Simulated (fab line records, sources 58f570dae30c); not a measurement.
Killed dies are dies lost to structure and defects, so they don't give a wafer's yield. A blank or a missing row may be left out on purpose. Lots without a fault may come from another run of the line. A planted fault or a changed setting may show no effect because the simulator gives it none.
Which tool did it? | flow berkeley_cmos170 | 14 lots, 42 wafers sampled, at 7 steps of a route of 331

WHAT THE GAUGES READ, wafer by wafer
UCB170_SPACER_THK_MEAS_01. Usual: SPACER_TEOS_THK 378 nm, standard deviation 5.1.
lot  | measured     | on            | SPACER_TEOS_THK (nm) | flag
L964 | day 7 11:25  | film_metro-02 | 377 382 379          |
L965 | day 7 11:50  | film_metro-01 | 373 372 375          |
L967 | day 8 00:28  | film_metro-02 | 371 379 379          |
L968 | day 8 01:47  | film_metro-04 | 375 381 380          |
L969 | day 8 15:28  | film_metro-02 | 377 372 376          |
L972 | day 8 21:31  | film_metro-01 | 373 371 372          |
L971 | day 8 23:36  | film_metro-02 | 380 377 379          |
L970 | day 8 23:35  | film_metro-04 | 373 380 380          |
L975 | day 9 10:41  | film_metro-02 | 365 378 377          |
L973 | day 9 11:18  | film_metro-04 | 383 383 390          |
L974 | day 9 11:29  | film_metro-04 | 376 383 384          |
L978 | day 10 07:49 | film_metro-02 | 373 380 374          |
L985 | day 11 16:11 | film_metro-01 | 373 380 380          |
L987 | day 11 23:47 | film_metro-04 | 380 386 382          |

UCB170_NSD_TW_MEAS_10. Usual: NSD_TW 4169, standard deviation 38.
lot  | measured     | on            | NSD_TW         | flag
L964 | day 8 01:43  | film_metro-02 | 4230 4200 4188 |
L965 | day 8 01:35  | film_metro-02 | 4230 4220 4206 |
L967 | day 8 10:31  | film_metro-02 | 4214 4226 4190 |
L968 | day 8 10:15  | film_metro-02 | 4207 4188 4192 |
L969 | day 9 03:17  | film_metro-04 | 4124 4134 4171 |
L972 | day 9 09:07  | film_metro-04 | 4146 4131 4162 |
L971 | day 9 08:32  | film_metro-04 | 4137 4161 4164 |
L970 | day 9 09:04  | film_metro-04 | 4167 4160 4133 |
L975 | day 9 19:32  | film_metro-04 | 4141 4125 4150 |
L973 | day 9 19:57  | film_metro-02 | 4259 4239 4258 |
L974 | day 9 20:10  | film_metro-04 | 4164 4144 4159 |
L978 | day 10 14:34 | film_metro-02 | 4214 4215 4217 |
L985 | day 12 00:41 | film_metro-03 | 4199 4177 4177 |
L987 | day 12 14:08 | film_metro-03 | 4195 4170 4171 |

UCB170_SDANNEAL_RS_MEAS_02: measures by four-point-probe. Usual: PSD_RS 75.61 ohm/sq, standard deviation 0.3.
lot  | measured     | on            | PSD_RS (ohm/sq)   | flag
L964 | day 8 03:24  | film_metro-02 | 75.63 75.39 75.69 |
L965 | day 8 02:50  | film_metro-02 | 75.05 75.08 74.85 |
L967 | day 8 11:50  | film_metro-02 | 75.73 75.30 75.53 |
L968 | day 8 11:32  | film_metro-04 | 75.66 75.69 75.78 |
L969 | day 9 05:49  | film_metro-04 | 75.54 76.15 75.79 |
L972 | day 9 11:05  | film_metro-02 | 75.65 75.49 75.68 |
L971 | day 9 10:05  | film_metro-02 | 75.63 75.69 75.63 |
L970 | day 9 10:34  | film_metro-04 | 75.53 75.34 75.63 |
L975 | day 9 20:43  | film_metro-04 | 65.56 65.57 65.46 | OFF
L973 | day 9 23:53  | film_metro-02 | 65.55 65.63 65.32 | OFF
L974 | day 9 23:52  | film_metro-04 | 74.97 75.11 75.39 |
L978 | day 10 15:41 | film_metro-03 | 76.17 76.03 76.37 |
L985 | day 12 01:49 | film_metro-04 | 75.74 75.75 75.55 |
L987 | day 12 15:14 | film_metro-04 | 75.21 75.68 75.42 |

UCB170_SDANNEAL_RS_MEAS_03: measures by four-point-probe. Usual: NSD_RS 37.26 ohm/sq, standard deviation 0.083.
lot  | measured     | on            | NSD_RS (ohm/sq)   | flag
L964 | day 8 03:31  | film_metro-02 | 37.42 37.29 37.34 |
L965 | day 8 02:57  | film_metro-02 | 37.23 37.14 37.09 |
L967 | day 8 11:57  | film_metro-02 | 37.27 37.19 37.15 |
L968 | day 8 11:39  | film_metro-04 | 37.33 37.34 37.24 |
L969 | day 9 05:56  | film_metro-04 | 37.18 37.12 37.07 |
L972 | day 9 11:13  | film_metro-02 | 37.27 37.37 37.33 |
L971 | day 9 10:12  | film_metro-02 | 37.31 37.26 37.27 |
L970 | day 9 10:41  | film_metro-04 | 37.28 37.26 37.13 |
L975 | day 9 20:50  | film_metro-04 | 35.71 35.77 35.67 | OFF
L973 | day 10 00:00 | film_metro-02 | 35.64 35.66 35.63 | OFF
L974 | day 9 23:59  | film_metro-04 | 37.12 37.29 37.22 |
L978 | day 10 15:48 | film_metro-03 | 37.28 37.23 37.25 |
L985 | day 12 01:56 | film_metro-04 | 37.39 37.30 37.28 |
L987 | day 12 15:22 | film_metro-04 | 37.25 37.20 37.28 |

UCB170_SDANNEAL_RS_MEAS_04: measures by four-point-probe. Usual: PLDD_RS 1030.9 ohm/sq, standard deviation 2.7.
lot  | measured     | on            | PLDD_RS (ohm/sq)     | flag
L964 | day 8 03:38  | film_metro-02 | 1027.5 1029.5 1031.6 |
L965 | day 8 03:04  | film_metro-02 | 1030.3 1034.2 1036.2 |
L967 | day 8 12:04  | film_metro-02 | 1026.3 1027.3 1026.5 |
L968 | day 8 11:46  | film_metro-04 | 1031.6 1031.4 1025.5 |
L969 | day 9 06:03  | film_metro-04 | 1031.5 1029.7 1031.6 |
L972 | day 9 11:20  | film_metro-02 | 1027.7 1029.4 1032.8 |
L971 | day 9 10:19  | film_metro-02 | 1036.7 1033.2 1036.3 |
L970 | day 9 10:48  | film_metro-04 | 1026.6 1027.9 1027.8 |
L975 | day 9 20:58  | film_metro-04 | 1008.4 1009.0 1007.9 | OFF
L973 | day 10 00:07 | film_metro-02 | 1013.9 1014.5 1011.4 | OFF
L974 | day 10 00:06 | film_metro-04 | 1030.7 1029.4 1026.8 |
L978 | day 10 15:55 | film_metro-03 | 1032.7 1031.6 1031.7 |
L985 | day 12 02:03 | film_metro-04 | 1029.1 1030.6 1027.9 |
L987 | day 12 15:29 | film_metro-04 | 1031.2 1026.9 1029.9 |

WHICH TOOL RAN EACH LOT (tool, then ch and the chambers of the sampled wafers, then the start)
lot  | UCB170_PVT_STRIP_08                  | UCB170_SDANNEAL_RTA_01
L964 | plasma_asher-01 ch 0, day 6 18:02    | rtp_anneal-02 ch 0, day 8 03:20
L965 | plasma_asher-01 ch 0,1, day 6 18:25  | rtp_anneal-02 ch 0, day 8 02:46
L967 | plasma_asher-01 ch 0,1, day 7 04:32  | rtp_anneal-02 ch 0, day 8 11:36
L968 | plasma_asher-01 ch 0,1, day 7 04:51  | rtp_anneal-01 ch 0, day 8 11:27
L969 | plasma_asher-03 ch 0, day 7 20:41    | rtp_anneal-02 ch 0, day 9 05:44
L972 | plasma_asher-04 ch 0,1, day 8 02:05  | rtp_anneal-02 ch 0, day 9 10:52
L971 | plasma_asher-04 ch 0,1, day 8 02:45  | rtp_anneal-02 ch 0, day 9 10:00
L970 | plasma_asher-03 ch 0,1, day 8 02:50  | rtp_anneal-02 ch 0, day 9 10:27
L975 | plasma_asher-03 ch 0,1, day 8 14:35  | rtp_anneal-02 ch 0, day 9 20:40
L973 | plasma_asher-03 ch 0,1, day 8 14:51  | rtp_anneal-02 ch 0, day 9 23:49
L974 | plasma_asher-01 ch 0,1, day 8 14:52  | rtp_anneal-01 ch 0, day 9 23:48
L978 | plasma_asher-04 ch 0, day 9 09:37    | rtp_anneal-01 ch 0, day 10 15:37
L985 | plasma_asher-04 ch 0,1, day 10 22:10 | rtp_anneal-01 ch 0, day 12 01:45
L987 | plasma_asher-03 ch 0,1, day 11 03:11 | rtp_anneal-02 ch 0, day 12 15:10
- UCB170_PVT_STRIP_08: strips in O2.
- UCB170_SDANNEAL_RTA_01: time 5 s.

WHAT THE TOOLS THEMSELVES READ (means of the sampled wafers that have a number; where no wafer has one, the mark that the record gives instead)
UCB170_PVT_STRIP_08. Usual: drypump_motor_current_A 5.6 A, standard deviation 0.3; o2_flow_sccm 400.2 sccm, standard deviation 1.1; oes_product_au 0.735 a.u., standard deviation 0.0039; strip_time_to_endpoint_s 21.66 s, standard deviation 0.067.
lot  | tool            | drypump_motor_current_A (A) | o2_flow_sccm (sccm) | oes_product_au (a.u.) | strip_time_to_endpoint_s (s) | flag
L964 | plasma_asher-01 | 6.1                         | 400.2               | 0.736                 | 21.67                        |
L965 | plasma_asher-01 | 5.9                         | 400.2               | 0.732                 | 21.59                        |
L967 | plasma_asher-01 | 5.8                         | 399.6               | 0.735                 | 21.70                        |
L968 | plasma_asher-01 | 5.7                         | 400.1               | 0.738                 | 21.70                        |
L969 | plasma_asher-03 | 5.3                         | 401.1               | 0.734                 | 21.72                        |
L972 | plasma_asher-04 | 5.4                         | 400.5               | 0.735                 | 21.73                        |
L971 | plasma_asher-04 | 5.3                         | 399.5               | 0.737                 | 21.62                        |
L970 | plasma_asher-03 | 5.5                         | 399.9               | 0.731                 | 21.66                        |
L975 | plasma_asher-03 | 5.6                         | 400.8               | 0.734                 | 21.59                        |
L973 | plasma_asher-03 | 5.5                         | 399.2               | 0.735                 | 21.58                        |
L974 | plasma_asher-01 | 5.9                         | 399.3               | 0.736                 | 21.70                        |
L978 | plasma_asher-04 | 5.3                         | 400.7               | 0.738                 | 21.68                        |
L985 | plasma_asher-04 | 5.3                         | 399.2               | 0.735                 | 21.63                        |
L987 | plasma_asher-03 | 5.7                         | 400.3               | 0.733                 | 21.69                        |

UCB170_SDANNEAL_RTA_01. Usual: lamp_power_pct 44 %, standard deviation 3.6; wafer_temp_C_max 1054.5, standard deviation 1.3.
lot  | tool          | lamp_power_pct (%) | wafer_temp_C_max | flag
L964 | rtp_anneal-02 | 46                 | 1055.3           |
L965 | rtp_anneal-02 | 46                 | 1055.1           |
L967 | rtp_anneal-02 | 46                 | 1055.7           |
L968 | rtp_anneal-01 | 39                 | 1053.4           |
L969 | rtp_anneal-02 | 46                 | 1055.7           |
L972 | rtp_anneal-02 | 46                 | 1054.7           |
L971 | rtp_anneal-02 | 46                 | 1056.0           |
L970 | rtp_anneal-02 | 46                 | 1056.0           |
L975 | rtp_anneal-02 | 49                 | 1080.2           | OFF
L973 | rtp_anneal-02 | 49                 | 1079.6           | OFF
L974 | rtp_anneal-01 | 39                 | 1053.1           |
L978 | rtp_anneal-01 | 39                 | 1052.4           |
L985 | rtp_anneal-01 | 39                 | 1052.8           |
L987 | rtp_anneal-02 | 46                 | 1055.1           |

THE ANSWER, worked out from the rows above alone
Rule: a lot is off if the mean of its wafers that have a number lies more than 3 standard deviations from the usual mean. A lot without any number at a reading at which 4 lots or more have one is off too. The other lots that the step has rows for count as sound. The gauges are gone through in route order, then the tools' own readings, and for those a lot's mean is taken as printed above. The first step at which some lot is off is used, and at that step the reading that is off furthest; a lot without a number counts as furthest.
Off: L975, L973, at UCB170_SDANNEAL_RS_MEAS_02 (PSD_RS).
A tool fits if, at a process step before that reading, it ran every lot that is off, and no sound lot after the first of them. The gauges at UCB170_SDANNEAL_RS_MEAS_02 aren't tried: what is off there is off at UCB170_SDANNEAL_RTA_01 too, on other tools, and a gauge's error can't cause that. None of those tried fits.

WHAT THE SIMULATOR HAD PUT IN
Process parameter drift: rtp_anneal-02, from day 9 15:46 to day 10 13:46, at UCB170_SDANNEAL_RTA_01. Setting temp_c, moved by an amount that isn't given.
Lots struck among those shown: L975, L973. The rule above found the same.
